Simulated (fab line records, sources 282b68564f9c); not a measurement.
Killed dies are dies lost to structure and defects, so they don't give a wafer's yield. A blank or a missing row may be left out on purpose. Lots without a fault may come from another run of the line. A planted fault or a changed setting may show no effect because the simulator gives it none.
fab line records | flow rit_cmos
record lots=13 wafers=39 last_day=6
route steps=202 shown SPACER@128 M1@202
lots that met no fault: from a run of the same line without faults
start_h: hours from the record's first day to the start of the lot's first wafer shown | wait_h: hours since the lot's step before | " the same as in the row above | L1.1+2: a row that stands for several wafers | - no value, or no start given | * or withheld: withheld | < > ~ a bound
route shown NAME@n: a module of which the file shows steps, and the number in the route of the first | usual: mean/standard deviation of fault-free wafers | same: alike in all rows | chamber/n: place in a boat | sites: the reading at each site | _std_site: their standard deviation | _edge_site: outer sites' mean less inner sites' | radius_mm: how far each site lies from the wafer's centre | mask NAME#n: copy n | behind: the tool/chamber that last shaped the wafer | hold: why the lot was held/for how many hours/how that ended | device: the transistor (n, p or np) that didn't switch | end of line: the same wafers' tests at the end of the route | a step without rows: its recipe alone | killed: dies lost to structure and defects at the first sort, not the wafer's yield | map: a wafer's dies, x killed, . not, _ none there
set.NAME: the setting as run; set.NAME@STEP: as run at that earlier step | model.NAME: the simulator's own value behind a step, which no gauge read
steps of the route over a sample of lots; a table a step, a row a wafer
services: from which hour (start_h, from the record's first day; less than 0 if before it) a tool's chamber was out of use, for how many hours, and why
## steps
# step RIT_SPACER_CVD_03
# recipe material=Si3N4 target_thk_nm=250 temp_c=810 precursor=SiH2Cl2/NH3 time_s=3300 pressure_mtorr=300 sih2cl2_flow_sccm=60 nh3_flow_sccm=150
# usual spike_tc_centre_C=811.5/1.1 spike_tc_load_C=835.2/2 spike_tc_source_C=833/3.5 susceptor_temp_C=810.0/0.33 zone_power_source_pct=22/4
# columns lot.wafer tool chamber start_h wait_h spike_tc_centre_C spike_tc_load_C spike_tc_source_C susceptor_temp_C zone_power_source_pct
L143.1 lpcvd-01 1 44.49 0.0 811.8 835.9 829 810.1 18
L143.4 " 1 " " 811.5 838.0 829 810.2 18
L143.5 " 1 " " 810.6 835.6 830 810.3 18
L144.1 lpcvd-01 0 48.64 0.0 811.2 832.1 840 810.4 21
L144.2 " 0 " " 811.9 834.2 839 810.2 22
L144.4 " 0 " " 809.0 834.0 839 810.5 22
L145.2 lpcvd-01 1 54.70 0.0 811.7 835.9 830 809.8 18
L145.4 " 1 " " 811.3 836.5 830 809.9 18
L145.5 " 1 " " 811.4 835.0 831 809.9 18
L146.1 lpcvd-01 0 61.24 0.0 810.2 833.7 840 809.9 22
L146.3 " 0 " " 810.1 835.0 839 810.3 22
L146.5 " 0 " " 813.3 834.1 838 810.5 21
L148.1 lpcvd-01 1 69.68 0.0 809.4 835.8 828 810.1 18
L148.3 " 1 " " 810.8 836.3 830 809.9 18
L148.5 " 1 " " 812.7 838.5 829 810.2 18
L149.4 lpcvd-02 0 73.49 0.0 812.6 835.5 837 809.8 28
L149.5 " 0 " " 812.1 836.2 836 810.1 28
L149.6 " 0 " " 812.2 837.3 834 809.8 29
L152.1 lpcvd-02 0 93.20 0.0 856.1 880.6 880 855.1 32
L152.3 " 0 " " 857.0 882.5 880 855.0 31
L152.5 " 0 " " 855.6 881.9 879 854.7 32
L155.2 lpcvd-02 1 107.06 0.1 812.9 832.0 832 809.1 22
L155.4 " 1 " " 813.3 832.6 832 809.9 21
L155.5 " 1 " " 813.5 831.6 834 809.3 21
L156.1 lpcvd-01 1 120.71 0.0 812.4 834.9 828 810.3 18
L156.4 " 1 " " 811.7 836.9 830 810.2 18
L156.5 " 1 " " 811.5 834.6 830 810.0 18
L157.2 lpcvd-01 1 124.39 0.0 809.1 835.7 830 809.5 18
L157.3 " 1 " " 811.7 835.5 830 809.9 18
L157.5 " 1 " " 811.4 835.8 827 809.7 18
L158.3 lpcvd-01 1 128.86 0.2 809.7 836.0 830 810.5 18
L158.4 " 1 " " 811.6 834.7 829 810.3 17
L158.5 " 1 " " 812.1 837.6 829 810.5 18
L159.1 lpcvd-01 0 128.86 0.1 810.7 833.5 840 810.5 22
L159.3 " 0 " " 808.3 832.7 838 809.5 22
L159.5 " 0 " " 811.3 832.3 840 809.9 22
L160.2 lpcvd-01 1 135.74 0.0 811.5 837.0 827 809.9 18
L160.4 " 1 " " 810.4 836.8 831 810.4 18
L160.6 " 1 " " 809.1 834.7 829 810.1 18
# step RIT_SPACER_THK_MEAS_04
# recipe reads=Si3N4_of_SPACER_CVD_03
# usual SPACER_NITRIDE_THK=249.9/2.1
# columns lot.wafer tool chamber start_h wait_h hold SPACER_NITRIDE_THK[nm]
L143.1 film_metro-02 - 46.41 0.0 - 249.2
L143.4 " - " " - 251.4
L143.5 " - " " - 250.4
L144.1 film_metro-02 - 50.56 0.0 - 251.1
L144.2 " - " " - 250.4
L144.4 " - " " - 252.6
L145.2 film_metro-01 - 56.63 0.0 - 253.0
L145.4 " - " " - 248.4
L145.5 " - " " - 249.5
L146.1 film_metro-04 - 63.16 0.0 - 248.0
L146.3 " - " " - 251.3
L146.5 " - " " - 250.8
L148.1 film_metro-01 - 71.59 0.0 - 252.7
L148.3 " - " " - 253.1
L148.5 " - " " - 253.9
L149.4 film_metro-02 - 76.40 0.0 - 246.3
L149.5 " - " " - 248.5
L149.6 " - " " - 248.7
L152.1 film_metro-02 - 96.08 0.0 await_dispo/0.2h/release 415.1
L152.3 " - " " await_dispo/0.2h/release 415.8
L152.5 " - " " await_dispo/0.2h/release 415.1
L152.1 film_metro-02 - 96.30 0.2 - 415.1
L152.3 " - " " - 415.9
L152.5 " - " " - 415.3
L155.2 film_metro-01 - 109.95 0.0 - 250.6
L155.4 " - " " - 249.5
L155.5 " - " " - 247.9
L156.1 film_metro-02 - 122.63 0.0 - 250.0
L156.4 " - " " - 247.5
L156.5 " - " " - 248.9
L157.2 film_metro-01 - 126.31 0.0 - 248.8
L157.3 " - " " - 248.4
L157.5 " - " " - 249.4
L159.1 film_metro-04 - 130.77 0.0 - 248.6
L159.3 " - " " - 249.5
L159.5 " - " " - 252.0
L158.3 film_metro-02 - 130.79 0.0 - 247.0
L158.4 " - " " - 247.8
L158.5 " - " " - 247.7
L160.2 film_metro-02 - 137.66 0.0 - 250.1
L160.4 " - " " - 248.1
L160.6 " - " " - 247.9
# step RIT_M1_PROBE_99
# usual defect_limited_yield=97.5/1.2 killed_at_M0_to_M3=0.0/0.12 killed_at_contacts=0.1/0.23 killed_at_front_end=7/3 killed_dies=7/3.1 killed_on_rim=1.9/1.5 killed_open=3.3/2.1 killed_short=3.3/2 sort_bin_3_pad_short=0.1/0.22 sort_bin_5_function=1.4/0.8 sort_bin_6_memory=1.0/0.65 sort_n_pass=257/3.1 sort_yield_pct=97.5/1.2
# same gross_dies=264 killed_at_M4_up=0 killed_at_back_side=0 killed_at_other=0
# columns lot.wafer tool chamber start_h wait_h defect_limited_yield[%] killed_at_M0_to_M3 killed_at_contacts killed_at_front_end killed_dies killed_on_rim killed_open killed_short sort_bin_3_pad_short[%] sort_bin_5_function[%] sort_bin_6_memory[%] sort_n_pass sort_yield_pct[%]
L144.1 prober-01 - 62.16 0.1 97.7 0 0 6 6 1 3 3 0 1.9 0.4 258 97.7
L144.2 prober-01 - 62.21 0.1 98.9 0 0 3 3 1 1 2 0 0.8 0.4 261 98.9
L144.4 prober-01 - 62.31 0.2 97.3 0 0 7 7 3 4 3 0 1.5 1.1 257 97.3
L145.2 prober-02 - 67.69 0.1 97.7 0 0 6 6 4 3 3 0 1.1 1.1 258 97.7
L145.4 prober-02 - 67.79 0.2 97.3 0 1 6 7 2 4 3 0.4 1.1 1.1 257 97.3
L145.5 prober-02 - 67.84 0.2 97.7 0 0 6 6 2 2 4 0 1.9 0.4 258 97.7
L155.2 prober-02 - 122.54 0.1 97.0 0 0 8 8 1 4 4 0 1.5 1.5 256 97.0
L155.4 prober-02 - 122.64 0.2 97.7 0 0 6 6 2 3 3 0 1.5 0.8 258 97.7
L155.5 prober-02 - 122.69 0.2 97.7 0 0 6 6 2 5 1 0 1.1 1.1 258 97.7
L156.1 prober-01 - 133.97 0.1 99.2 0 0 2 2 1 1 1 0 0.8 0 262 99.2
L156.4 prober-01 - 134.12 0.2 97.0 0 0 8 8 2 3 5 0 0.8 2.3 256 97.0
L156.5 prober-01 - 134.17 0.2 98.1 0 0 5 5 2 1 4 0 0.4 1.5 259 98.1
L157.2 prober-02 - 137.62 0.1 96.6 0 0 9 9 2 4 5 0.4 2.3 0.8 255 96.6
L157.3 prober-02 - 137.67 0.2 95.5 1 0 11 12 4 5 7 0 1.9 2.7 252 95.5
L157.5 prober-02 - 137.77 0.2 98.1 0 0 5 5 3 4 1 0 1.9 0 259 98.1
L159.1 prober-02 - 143.67 0.1 97.7 0 0 6 6 2 1 5 0 0.8 1.5 258 97.7
L159.3 prober-02 - 143.77 0.2 97.0 0 0 8 8 2 5 3 0.4 2.3 0.4 256 97.0
L159.5 prober-02 - 143.87 0.2 95.8 0 0 11 11 0 7 4 0 1.5 2.7 253 95.8
L158.3 prober-01 - 143.77 0.2 98.1 0 1 4 5 1 4 1 0 0.8 1.1 259 98.1
L158.4 prober-01 - 143.82 0.2 99.2 0 0 2 2 0 0 2 0 0.4 0.4 262 99.2
L158.5 prober-01 - 143.87 0.2 97.3 0 0 7 7 2 5 2 0 1.1 1.5 257 97.3
L160.2 prober-01 - 148.69 0.1 98.5 0 0 4 4 0 2 2 0 0.4 1.1 260 98.5
L160.4 prober-01 - 148.79 0.2 97.3 0 0 7 7 3 4 3 0 1.9 0.8 257 97.3
L160.6 prober-01 - 148.89 0.2 97.7 0 0 6 6 0 3 3 0 1.1 1.1 258 97.7
# killed by level:class
L144.1 SILICIDE:geometric_particle:short=2 FOX1:geometric_particle:open=1 GATE:geometric_particle:short=1 GATE:geometric_particle:open=1 SILICIDE:geometric_particle:open=1
L144.2 FOX2:geometric_particle:short=1 GATE:geometric_particle:short=1 REOX:geometric_particle:open=1
L144.4 SILICIDE:geometric_particle:open=2 FOX1:geometric_particle:open=1 FOX2:geometric_particle:short=1 GATE:geometric_particle:open=1 REOX:geometric_particle:short=1 SPACER:geometric_particle:short=1
L145.2 FOX1:geometric_particle:open=2 FOX1:geometric_particle:short=1 FOX2:geometric_particle:short=1 GATE:geometric_particle:open=1 SPACER:geometric_particle:short=1
L145.4 GATE:geometric_particle:open=4 SPACER:geometric_particle:short=2 CONTACT:geometric_particle:short=1
L145.5 SILICIDE:geometric_particle:open=2 FOX1:geometric_particle:short=1 FOX2:geometric_particle:short=1 GATE:geometric_particle:short=1 SILICIDE:geometric_particle:short=1
L155.2 GATE:geometric_particle:short=3 REOX:geometric_particle:open=2 FOX1:geometric_particle:open=1 REOX:geometric_particle:short=1 SPACER:geometric_particle:open=1
L155.4 FOX1:geometric_particle:open=2 FOX1:geometric_particle:short=1 GATE:geometric_particle:open=1 GATE:geometric_particle:short=1 SPACER:geometric_particle:short=1
L155.5 GATE:geometric_particle:open=2 FOX1:geometric_particle:open=1 REOX:geometric_particle:open=1 SPACER:geometric_particle:open=1 SILICIDE:geometric_particle:short=1
L156.1 FOX2:geometric_particle:short=1 GATE:geometric_particle:open=1
L156.4 GATE:geometric_particle:short=3 GATE:geometric_particle:open=2 REOX:geometric_particle:short=2 REOX:geometric_particle:open=1
L156.5 GATE:geometric_particle:short=2 FOX2:geometric_particle:short=1 FOX2:geometric_particle:open=1 SPACER:geometric_particle:short=1
L157.2 SPACER:geometric_particle:short=3 FOX1:geometric_particle:short=1 FOX1:geometric_particle:open=1 GATE:geometric_particle:open=1 GATE:geometric_particle:short=1 SPACER:geometric_particle:open=1 SILICIDE:geometric_particle:open=1
L157.3 FOX1:geometric_particle:open=2 FOX2:geometric_particle:short=2 GATE:geometric_particle:open=2 FOX1:geometric_particle:short=1 GATE:geometric_particle:short=1 REOX:geometric_particle:open=1 SPACER:geometric_particle:short=1 SILICIDE:geometric_particle:short=1
L157.5 FOX2:geometric_particle:open=2 REOX:geometric_particle:short=1 SPACER:geometric_particle:open=1 SILICIDE:geometric_particle:open=1
L159.1 REOX:geometric_particle:short=2 SILICIDE:geometric_particle:short=2 FOX1:geometric_particle:short=1 REOX:geometric_particle:open=1
L158.3 FOX2:geometric_particle:open=1 GATE:geometric_particle:open=1 REOX:geometric_particle:open=1 REOX:geometric_particle:short=1 CONTACT:geometric_particle:open=1
L159.3 GATE:geometric_particle:short=3 GATE:geometric_particle:open=2 FOX2:geometric_particle:open=1 REOX:geometric_particle:open=1 SILICIDE:geometric_particle:open=1
L158.4 GATE:geometric_particle:short=1 REOX:geometric_particle:short=1
L158.5 REOX:geometric_particle:open=2 FOX2:geometric_particle:open=1 GATE:geometric_particle:short=1 GATE:geometric_particle:open=1 SPACER:geometric_particle:short=1 SPACER:geometric_particle:open=1
L159.5 REOX:geometric_particle:open=3 GATE:geometric_particle:open=2 REOX:geometric_particle:short=2 SILICIDE:geometric_particle:open=2 FOX2:geometric_particle:short=1 GATE:geometric_particle:short=1
L160.2 FOX2:geometric_particle:short=1 GATE:geometric_particle:short=1 GATE:geometric_particle:open=1 SPACER:geometric_particle:open=1
L160.4 GATE:geometric_particle:short=3 SPACER:geometric_particle:open=2 FOX1:geometric_particle:open=1 GATE:geometric_particle:open=1
L160.6 FOX1:geometric_particle:open=3 FOX1:geometric_particle:short=1 SPACER:geometric_particle:short=1 SILICIDE:geometric_particle:short=1
## services
# columns tool chamber start_h hours kind
lpcvd-01 - 133.68 0.8 pm
## key
first_sign step=RIT_SPACER_CVD_03 reading=susceptor_temp_C direction=up sigmas=99+ usual=* struck=*
effect step=RIT_SPACER_CVD_03 reading=spike_tc_centre_C direction=up sigmas=41 usual=811.5 struck=856.2
effect step=RIT_SPACER_THK_MEAS_04 reading=visit direction=added
effect step=RIT_SPACER_THK_MEAS_04 reading=SPACER_NITRIDE_THK direction=up sigmas=79 usual=249.9 struck=415.3
met_at RIT_SPACER_CVD_03
struck_lots L152
struck_wafers L152.1,L152.3,L152.5
scrapped_behind RIT_SPACER_THK_MEAS_04 L152.1,L152.3,L152.5
onset_between 73.49 93.20
fault kind=process_parameter_drift tool=lpcvd-02 chamber=0 onset_h=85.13 steps=RIT_SPACER_CVD_03 channel=temp_c offset=* shape=step end_h=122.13 acts_in=* stated=*
